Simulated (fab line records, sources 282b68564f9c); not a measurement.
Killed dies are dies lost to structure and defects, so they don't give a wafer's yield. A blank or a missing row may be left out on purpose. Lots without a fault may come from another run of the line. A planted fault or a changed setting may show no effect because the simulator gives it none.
A struck lot beside a sound one | flow rit_cmos | 28 steps out of a route of 202
Sound: wafers L867.4, L867.5, L867.6. Struck: wafers L876.3, L876.4, L876.6. The cause comes at the end.
At each step with rows: each side's tool, then ch and its chambers, then its first start. Under that, the readings that differ: sound wafers | struck wafers | difference of the means | sigmas: that difference in standard deviations of wafers without a fault.
alike: readings whose means differ by less than 2 such deviations, and words and numbers that are the same on both sides. not compared: withheld readings, readings that some wafer has no value for, bounds like >300 that may hide the same value, and numbers for which the record gives no deviation and whose values overlap.
The two part at a step that has a row with sigmas, a row that says differs or no value, or rows on one side only. Numbers that don't overlap but have no deviation are shown without sigmas and don't part them. A reading that every wafer of one side lacks parts them only if that side has two wafers or more.

RIT_FOX2_THK_MEAS_01:
  sound on film_metro-03, day 2 08:28; struck on film_metro-03, day 4 05:34
  alike: FOX2_OXIDE_THK
then, 2 steps without rows for these wafers: RIT_FOX2_CLEAN_02 (cleans in dHF, time 180 s); RIT_FOX2_WET_ETCH_03 (etches Si3N4 in H3PO4, target depth 195 nm, time 2700 s).
RIT_FOX2_THK_MEAS_90:
  sound on film_metro-03, day 2 09:21; struck on film_metro-04, day 4 06:26
  alike: FIELD_OXIDE_LEFT_1_THK
then, 6 steps without rows for these wafers: RIT_NWELL_HMDS_00 (prime time 60 s); RIT_NWELL_COAT_01 (resist thk 1300 nm); RIT_NWELL_SOFTBAKE_02 (time 60 s); RIT_NWELL_EXPOSE_03 (exposes mask M2, target cd 43900 nm); RIT_NWELL_PEB_04; RIT_NWELL_DEVELOP_05 (develop time 68 s).
RIT_NWELL_OVL_MEAS_06:
  sound on overlay-02, day 2 10:24; struck on overlay-02, day 4 07:29
  alike: NWELL_OVL
then, 1 step without rows for these wafers: RIT_NWELL_HARDBAKE_07 (time 120 s).
RIT_NWELL_IMPLANT_08:
  sound on implanter-01 ch 0, day 2 10:44; struck on implanter-04 ch 0, day 4 07:49
  reading            | sound                         | struck                        | difference | sigmas
  dose_ions_cm2      | 5.003e+13 4.999e+13 5.002e+13 | 6.503e+13 6.498e+13 6.501e+13 | +1.499e+13 | +99 or more
  faraday_current_uA | 159 157 165                   | 212 204 205                   | +47        | +15
  alike: tilt_deg
RIT_NWELL_STRIP_09: strips in O2, time 180 s.
  sound on plasma_asher-01 ch 0,1, day 2 10:53; struck on plasma_asher-02 ch 0,1, day 4 07:59
  alike: drypump_motor_current_A
  not compared: rf_hours_counter_h
RIT_NWELL_TW_MEAS_10:
  sound on film_metro-04, day 2 11:01; struck on film_metro-02, day 4 08:20
  reading  | sound          | struck         | difference | sigmas
  NWELL_TW | 2130 2138 2138 | 2354 2349 2342 | +213       | +12
  not compared: hold
then, 5 steps without rows for these wafers: RIT_PWELL_COAT_01 (resist thk 1300 nm); RIT_PWELL_SOFTBAKE_02 (time 60 s); RIT_PWELL_EXPOSE_03 (exposes mask M3, target cd 43700 nm); RIT_PWELL_PEB_04; RIT_PWELL_DEVELOP_05 (develop time 68 s).
RIT_PWELL_OVL_MEAS_06:
  sound on overlay-01, day 2 12:05; struck on overlay-02, day 4 13:38
  alike: PWELL_OVL
then, 2 steps without rows for these wafers: RIT_PWELL_HARDBAKE_07 (time 120 s); RIT_PWELL_IMPLANT_08.
RIT_PWELL_STRIP_09: strips in O2, time 180 s.
  sound on plasma_asher-02 ch 0,1, day 2 12:33; struck on plasma_asher-02 ch 0,1, day 4 14:19
  alike: drypump_motor_current_A
  not compared: rf_hours_counter_h
RIT_PWELL_TW_MEAS_10:
  sound on film_metro-02, day 2 12:42; struck on film_metro-02, day 4 14:31
  alike: PWELL_TW
then, 1 step without rows for these wafers: RIT_WELLDRIVE_ANNEAL_00 (time 14700 s).
RIT_WELLDRIVE_RS_MEAS_01: measures by four-point-probe.
  sound on film_metro-02, day 2 18:44; struck on film_metro-04, day 4 20:08
  reading           | sound             | struck            | difference | sigmas
  NWELL_RS (ohm/sq) | 276.5 276.1 276.6 | 235.8 236.6 235.4 | -40.5      | -51
  not compared: hold
RIT_M1_PROBE_99:
  the record has rows for the sound wafers here (prober-02, day 4 02:28) and none for the struck ones

WHERE THEY PART
First at RIT_NWELL_IMPLANT_08; last, within this record, at RIT_M1_PROBE_99.

WHY: what the simulator had put in
Process parameter drift: implanter-04, from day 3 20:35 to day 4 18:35, at RIT_NWELL_IMPLANT_08. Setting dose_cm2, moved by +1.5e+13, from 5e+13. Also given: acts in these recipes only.
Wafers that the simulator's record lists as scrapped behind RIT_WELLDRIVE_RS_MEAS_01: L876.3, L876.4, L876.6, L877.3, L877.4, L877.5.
